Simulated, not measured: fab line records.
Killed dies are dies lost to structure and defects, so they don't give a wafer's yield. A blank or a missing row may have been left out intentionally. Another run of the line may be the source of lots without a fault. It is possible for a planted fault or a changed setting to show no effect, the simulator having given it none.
Chamber matching :: flow ritCmos :: RIT_GATE_ETCH_19 on rieSi-02 has 4 sister chambers
The step etches poly-Si in SF6/CHF3/O2, stops on SiO2, time 165 s, target depth 312.5 nm. 4 wafers are shown with their chamber, then 9 later ones without.

== EACH WAFER AND ITS CHAMBER ==
wafer: L114.3
chamber: 0
throttleValvePct (%): 10.30

wafer: L120.2
chamber: 1
throttleValvePct (%): 10.56

wafer: L122.5
chamber: 3
throttleValvePct (%): 10.16

wafer: L122.6
chamber: 2
throttleValvePct (%): 10.32

== WAFERS WITHOUT THEIR CHAMBER ==
wafer: L124.1
throttleValvePct (%): 10.57

wafer: L124.3
throttleValvePct (%): 10.30

wafer: L124.6
throttleValvePct (%): 10.16

wafer: L126.3
throttleValvePct (%): 10.30

wafer: L126.4
throttleValvePct (%): 10.17

wafer: L126.5
throttleValvePct (%): 10.56

wafer: L128.1
throttleValvePct (%): 10.57

wafer: L128.2
throttleValvePct (%): 10.16

wafer: L128.4
throttleValvePct (%): 10.28

== CHAMBER TAKEN BY EACH ==
wafer: L124.1
from the rows above: 1
in truth: 1

wafer: L124.3
from the rows above: 0
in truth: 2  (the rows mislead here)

wafer: L124.6
from the rows above: 3
in truth: 3

wafer: L126.3
from the rows above: 0
in truth: 0

wafer: L126.4
from the rows above: 3
in truth: 3

wafer: L126.5
from the rows above: 1
in truth: 1

wafer: L128.1
from the rows above: 1
in truth: 1

wafer: L128.2
from the rows above: 3
in truth: 3

wafer: L128.4
from the rows above: 0
in truth: 0
Correctly placed: 8 of 9. Number that these rows cannot place: 0. Placed wrongly: 1.
How it was worked out, from the rows above alone: a wafer's distance from a chamber is the root of the sum, over the readings, of the square of ((its reading less the chamber's mean) divided by the reading's scatter). If the next closest chamber is less than 2 further off than the closest, the wafer can't be placed; otherwise it belongs to the closest. A chamber's mean is the mean of its shown wafers. The scatter: with one shown wafer a chamber, the root of the mean of the squares of how far each hidden wafer lies from its nearest shown one.
